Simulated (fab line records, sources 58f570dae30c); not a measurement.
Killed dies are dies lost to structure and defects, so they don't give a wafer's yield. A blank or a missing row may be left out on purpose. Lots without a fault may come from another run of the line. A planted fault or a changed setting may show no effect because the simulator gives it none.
Which tool did it? | flow berkeley_cmos170 | 14 lots, 42 wafers sampled, at 5 steps of a route of 331

WHAT THE GAUGES READ, wafer by wafer
UCB170_PWELL_THK_MEAS_06. Usual: PWELL_NITRIDE_THK 221.0 nm, standard deviation 2.2.
lot  | measured    | on            | PWELL_NITRIDE_THK (nm)              | flag
L827 | day 3 07:10 | film_metro-03 | 218.1 215.5 218.1                   |
L828 | day 3 07:12 | film_metro-04 | 220.8 219.8 220.0                   |
L829 | day 3 09:21 | film_metro-02 | 222.2 222.6 221.6                   |
L830 | day 3 14:13 | film_metro-02 | 220.2 219.1 219.1                   |
L831 | day 3 18:01 | film_metro-03 | 222.8 224.2 223.5                   |
L832 | day 3 18:01 | film_metro-04 | 223.4 223.3 222.4                   |
L833 | day 4 01:17 | film_metro-03 | 118.7 118.1 118.6 118.7 118.1 118.7 | OFF
L835 | day 4 15:59 | film_metro-04 | 114.3 116.2 114.7 114.4 116.1 114.8 | OFF
L845 | day 6 20:32 | film_metro-02 | 222.7 224.7 223.5                   |
L846 | day 6 20:34 | film_metro-04 | 223.5 221.5 224.4                   |
L847 | day 7 05:25 | film_metro-02 | 220.8 220.9 219.0                   |
L848 | day 7 14:46 | film_metro-02 | 223.5 224.3 223.9                   |
L849 | day 7 14:46 | film_metro-03 | 218.7 219.5 218.7                   |
L850 | day 7 20:36 | film_metro-02 | 220.9 220.1 219.5                   |

UCB170_PWELL_OVL_MEAS_13. Usual: PWELL_OVL 1 nm, standard deviation 5.4.
lot  | measured    | on         | PWELL_OVL (nm) | flag
L827 | day 3 08:23 | overlay-02 | 4 4 1          |
L828 | day 3 08:40 | overlay-02 | -6 -3 -4       |
L829 | day 3 10:23 | overlay-01 | 6 -8 -1        |
L830 | day 3 16:22 | overlay-01 | 5 5 1          |
L831 | day 3 20:06 | overlay-01 | -3 -3 1        |
L832 | day 3 20:41 | overlay-01 | 8 8 7          |
L845 | day 6 22:19 | overlay-01 | -4 6 5         |
L846 | day 6 22:14 | overlay-02 | -5 -3 -7       |
L847 | day 7 06:47 | overlay-02 | -4 0 -2        |
L848 | day 7 15:58 | overlay-02 | 0 -14 -7       |
L849 | day 7 16:04 | overlay-01 | 2 7 2          |
L850 | day 7 21:38 | overlay-02 | 5 -3 -4        |

UCB170_ACTIVE_CD_MEAS_13: target cd 1200 nm. Usual: cd_nm 1199.5 nm, standard deviation 1.3.
lot  | measured    | on        | cd_nm (nm)           | flag
L827 | day 4 14:55 | cd_sem-01 | 1198.9 1198.7 1199.1 |
L828 | day 4 15:06 | cd_sem-02 | 1199.6 1199.0 1197.9 |
L829 | day 4 18:58 | cd_sem-01 | 1197.9 1198.3 1196.4 |
L830 | day 4 23:09 | cd_sem-01 | 1198.5 1197.7 1199.7 |
L831 | day 4 22:52 | cd_sem-01 | 1199.2 1198.9 1199.8 |
L832 | day 4 22:36 | cd_sem-01 | 1201.0 1200.1 1199.8 |
L845 | day 8 01:29 | cd_sem-02 | 1200.7 1201.5 1201.7 |
L846 | day 8 01:17 | cd_sem-01 | 1198.7 1200.6 1199.3 |
L847 | day 8 16:18 | cd_sem-02 | 1198.8 1199.6 1198.3 |
L848 | day 8 22:08 | cd_sem-01 | 1201.0 1201.6 1201.1 |
L849 | day 9 00:35 | cd_sem-02 | 1200.1 1199.6 1199.5 |
L850 | day 9 00:13 | cd_sem-01 | 1199.2 1198.7 1198.1 |

WHICH TOOL RAN EACH LOT (tool, then ch and the chambers of the sampled wafers, then the start)
lot  | UCB170_ZERO_ETCH_06               | UCB170_PWELL_CVD_05
L827 | rie_diel-03 ch 0,3, day 1 21:48   | lpcvd-01 ch 1, day 3 05:15
L828 | rie_diel-01 ch 0,2,3, day 2 00:38 | lpcvd-01 ch 0, day 3 05:15
L829 | rie_diel-01 ch 0,2,3, day 2 08:10 | lpcvd-02 ch 0, day 3 06:29
L830 | rie_diel-03 ch 1,2, day 2 14:02   | lpcvd-01 ch 0, day 3 12:17
L831 | rie_diel-01 ch 1,2,3, day 2 16:36 | lpcvd-02 ch 1, day 3 16:05
L832 | rie_diel-03 ch 1,2,3, day 2 18:47 | lpcvd-02 ch 0, day 3 16:05
L833 | rie_diel-04 ch 0,3, day 3 02:07   | lpcvd-02 ch 1, day 3 23:22
L835 | rie_diel-03 ch 0,3, day 3 09:28   | lpcvd-02 ch 1, day 4 14:04
L845 | rie_diel-01 ch 2,3, day 5 16:07   | lpcvd-02 ch 1, day 6 18:37
L846 | rie_diel-04 ch 0,2,3, day 5 16:23 | lpcvd-02 ch 0, day 6 18:37
L847 | rie_diel-03 ch 0,3, day 6 00:15   | lpcvd-02 ch 0, day 7 03:29
L848 | rie_diel-01 ch 0,1,2, day 6 06:07 | lpcvd-02 ch 1, day 7 12:50
L849 | rie_diel-01 ch 0,1, day 6 08:28   | lpcvd-02 ch 1, day 7 12:50
L850 | rie_diel-04 ch 1,2,3, day 6 16:33 | lpcvd-01 ch 1, day 7 18:40
- UCB170_ZERO_ETCH_06: etches SiO2 in CHF3/CF4/Ar, time 12 s.
- UCB170_PWELL_CVD_05: deposits Si3N4 from SiH2Cl2/NH3, target thk 220 nm, time 3300 s.

WHAT THE TOOLS THEMSELVES READ (means of the sampled wafers that have a number; where no wafer has one, the mark that the record gives instead)
UCB170_ZERO_ETCH_06. Usual: drypump_motor_current_A 5.8 A, standard deviation 0.46; oes_product_au 0.618 a.u., standard deviation 0.01; rf_fwd_power_W 490.2 W, standard deviation 2.9; throttle_valve_pct 9.27 %, standard deviation 0.12.
lot  | tool        | drypump_motor_current_A (A) | oes_product_au (a.u.) | rf_fwd_power_W (W) | throttle_valve_pct (%) | flag
L827 | rie_diel-03 | 6.4                         | 0.616                 | 490.4              | 9.20                   |
L828 | rie_diel-01 | 5.8                         | 0.626                 | 490.0              | 9.25                   |
L829 | rie_diel-01 | 5.8                         | 0.623                 | 490.7              | 9.25                   |
L830 | rie_diel-03 | 5.8                         | 0.612                 | 490.1              | 9.42                   |
L831 | rie_diel-01 | 5.5                         | 0.617                 | 492.1              | 9.26                   |
L832 | rie_diel-03 | 6.1                         | 0.609                 | 489.3              | 9.35                   |
L833 | rie_diel-04 | 6.0                         | 0.606                 | 492.1              | 9.18                   |
L835 | rie_diel-03 | 6.4                         | 0.614                 | 491.2              | 9.22                   |
L845 | rie_diel-01 | 5.5                         | 0.620                 | 489.9              | 9.34                   |
L846 | rie_diel-04 | 5.7                         | 0.621                 | 492.0              | 9.26                   |
L847 | rie_diel-03 | 6.4                         | 0.614                 | 489.3              | 9.21                   |
L848 | rie_diel-01 | 5.8                         | 0.623                 | 492.5              | 9.16                   |
L849 | rie_diel-01 | 5.9                         | 0.631                 | 490.7              | 9.15                   |
L850 | rie_diel-04 | 5.2                         | 0.608                 | 489.3              | 9.33                   |

UCB170_PWELL_CVD_05. Usual: spike_tc_load_C 821.6 C, standard deviation 1.9; susceptor_temp_C 799.9 C, standard deviation 0.32.
lot  | tool     | spike_tc_load_C (C) | susceptor_temp_C (C) | flag
L827 | lpcvd-01 | 825.1               | 799.8                |
L828 | lpcvd-01 | 821.8               | 799.1                |
L829 | lpcvd-02 | 822.2               | 800.1                |
L830 | lpcvd-01 | 822.2               | 800.0                |
L831 | lpcvd-02 | 820.6               | 799.5                |
L832 | lpcvd-02 | 822.5               | 800.0                |
L833 | lpcvd-02 | 820.6               | 800.2                |
L835 | lpcvd-02 | 820.5               | 800.1                |
L845 | lpcvd-02 | 821.4               | 800.1                |
L846 | lpcvd-02 | 822.6               | 800.1                |
L847 | lpcvd-02 | 822.0               | 799.9                |
L848 | lpcvd-02 | 821.3               | 799.6                |
L849 | lpcvd-02 | 820.8               | 800.0                |
L850 | lpcvd-01 | 825.5               | 799.8                |

THE ANSWER, worked out from the rows above alone
Rule: a lot is off if the mean of its wafers that have a number lies more than 3 standard deviations from the usual mean. A lot without any number at a reading at which 4 lots or more have one is off too. The other lots that the step has rows for count as sound. The gauges are gone through in route order, then the tools' own readings, and for those a lot's mean is taken as printed above. The first step at which some lot is off is used, and at that step the reading that is off furthest; a lot without a number counts as furthest.
Off: L833, L835, at UCB170_PWELL_THK_MEAS_06 (PWELL_NITRIDE_THK).
A tool fits if, at a process step before that reading, it ran every lot that is off, and no sound lot after the first of them. The gauges at UCB170_PWELL_THK_MEAS_06 are tried like those tools. None of those tried fits.

WHAT THE SIMULATOR HAD PUT IN
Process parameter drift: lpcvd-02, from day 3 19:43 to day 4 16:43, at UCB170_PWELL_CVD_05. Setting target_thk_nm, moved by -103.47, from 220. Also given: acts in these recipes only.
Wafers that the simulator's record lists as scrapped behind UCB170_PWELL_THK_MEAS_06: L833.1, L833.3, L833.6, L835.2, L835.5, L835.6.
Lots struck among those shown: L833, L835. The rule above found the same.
